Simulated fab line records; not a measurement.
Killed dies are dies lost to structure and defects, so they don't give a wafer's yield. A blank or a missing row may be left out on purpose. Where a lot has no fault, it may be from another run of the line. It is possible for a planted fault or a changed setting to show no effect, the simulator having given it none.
Which tool was responsible?    flow rit-cmos    21 wafers from 7 lots sampled at 2 of the route's 202 steps

## WHAT THE GAUGES READ, wafer by wafer
RIT_NRETRO_TW_MEAS_10.
lot   measured     on             NRETRO_TW
L787  day 2 15:53  film-metro-02  1042 1051 1047
L789  day 3 02:21  film-metro-04  1050 1043 1041
L791  day 3 12:28  film-metro-02  1042 1046 1045
L795  day 4 07:29  film-metro-04  1042 1045 1046
L797  day 4 17:32  film-metro-04  1122 1115 1124
L800  day 5 08:51  film-metro-02  1049 1046 1048
L806  day 6 20:05  film-metro-02  1052 1054 1054

## WHICH TOOL RAN EACH LOT (tool, then ch and the chambers of the sampled wafers, then the start)
lot   RIT_NRETRO_IMPLANT_08
L787  implanter-02 ch 0, day 2 15:34
L789  implanter-01 ch 0, day 3 02:04
L791  implanter-02 ch 0, day 3 12:11
L795  implanter-04 ch 0, day 4 07:11
L797  implanter-02 ch 0, day 4 17:13
L800  implanter-04 ch 0, day 5 08:32
L806  implanter-04 ch 0, day 6 19:46
- RIT_NRETRO_IMPLANT_08

## THE ANSWER, worked out from the rows above alone
Rule: usual is defined by the lots themselves. The widest of any qualifying gaps counts: lots, ordered by their means at a reading, are off when they make up no more than a third of the lots, leave a main group of 4 or more, and stand apart from it by 3 or more times the standard deviation of that group's means. The tables above print the reading to a certain number of digits; a main group whose means all agree to those digits is not used. A lot without any number at a reading at which 4 lots or more have one is off too. All remaining lots with rows at the step are treated as sound.
Off: at RIT_NRETRO_TW_MEAS_10 (NRETRO_TW), L797. The main group has a mean of 1047 with a standard deviation of 3.2.
If a tool, at a process step before that reading, ran all the lots that are off and no sound lot after the first of them, it fits. Those tools and the gauges at RIT_NRETRO_TW_MEAS_10 are tried in the same way. 2 tools fit, implanter-02 at RIT_NRETRO_IMPLANT_08 and film-metro-04 at RIT_NRETRO_TW_MEAS_10, so this cannot tell which one it is.

## WHAT THE SIMULATOR HAD PUT IN
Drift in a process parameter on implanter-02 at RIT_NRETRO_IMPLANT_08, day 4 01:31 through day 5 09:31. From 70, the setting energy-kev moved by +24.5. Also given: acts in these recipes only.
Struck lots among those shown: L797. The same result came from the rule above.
